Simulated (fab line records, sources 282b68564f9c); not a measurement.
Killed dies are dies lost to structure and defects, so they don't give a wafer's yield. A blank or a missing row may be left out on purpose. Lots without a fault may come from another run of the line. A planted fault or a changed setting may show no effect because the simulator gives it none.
Split-lot experiment | flow rit_cmos | 5 lots, 23 wafers read, on a route of 202 steps

THE SPLIT
At RIT_SDANNEAL_CLEAN_00 (cleans in SC1, time 600 s), the setting time_s was moved away from the recipe's 600 s on 10 of the 23 wafers read, by -12.0% to +11.9%. The other wafers ran this setting at the recipe's value.

The reading is taken at the split's own step.

THE READING
poly-Si_of_GATE_CVD_08.thk_nm (the simulator's own value, which no gauge read), in nm, at RIT_SDANNEAL_CLEAN_00 (cleans in SC1, time 600 s). The file gives no usual value for it. The 13 wafers here that ran the recipe average 164.9 nm, standard deviation 1.7 nm.

wafer  | tool, chamber at the split | time_s as run, s | against the recipe | poly-Si_of_GATE_CVD_08.thk_nm, nm | against lot-mates on the recipe
L075.1 | -, -                       | 600              | recipe             | 166.4                             | -
L075.2 | -, -                       | 600              | recipe             | 166.9                             | -
L075.4 | -, -                       | 600              | recipe             | 166.9                             | -
L075.3 | -, -                       | 600              | recipe             | 163.4                             | -
L075.6 | -, -                       | 600              | recipe             | 167.3                             | -
L076.1 | -, -                       | 600              | recipe             | 164.6                             | -
L076.2 | -, -                       | 600              | recipe             | 167                               | -
L076.4 | -, -                       | 600              | recipe             | 162.9                             | -
L076.5 | -, -                       | 600              | recipe             | 163.7                             | -
L076.6 | -, -                       | 600              | recipe             | 164.9                             | -
L081.1 | -, -                       | 671.6            | +11.9%             | 194.4                             | no lot-mate on the recipe
L081.2 | -, -                       | 671.6            | +11.9%             | 197                               | no lot-mate on the recipe
L081.3 | -, -                       | 671.6            | +11.9%             | 194.8                             | no lot-mate on the recipe
L081.4 | -, -                       | 671.6            | +11.9%             | 195.7                             | no lot-mate on the recipe
L081.6 | -, -                       | 671.6            | +11.9%             | 196.2                             | no lot-mate on the recipe
L083.1 | -, -                       | 527.9            | -12.0%             | 144.9                             | no lot-mate on the recipe
L083.3 | -, -                       | 527.9            | -12.0%             | 141.6                             | no lot-mate on the recipe
L083.4 | -, -                       | 527.9            | -12.0%             | 141                               | no lot-mate on the recipe
L083.5 | -, -                       | 527.9            | -12.0%             | 140.4                             | no lot-mate on the recipe
L083.6 | -, -                       | 527.9            | -12.0%             | 142.3                             | no lot-mate on the recipe
L085.1 | wet_bench-01, 3            | 600              | recipe             | 165.1                             | -
L085.2 | wet_bench-01, 3            | 600              | recipe             | 162.5                             | -
L085.5 | wet_bench-01, 3            | 600              | recipe             | 162.5                             | -

THE FIT
A straight line over all 23 wafers: poly-Si_of_GATE_CVD_08.thk_nm changes by +2.24 nm for each +1% of time_s; r = +0.99; the points scatter about the line by 2.6 nm.
Too few moved wafers have a lot-mate on the recipe to fit a line with each lot's own level taken away.

THE FILE'S OWN FIT
poly-Si_of_GATE_CVD_08.thk_nm changes by +2.24 nm for each +1% of time_s, r = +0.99.
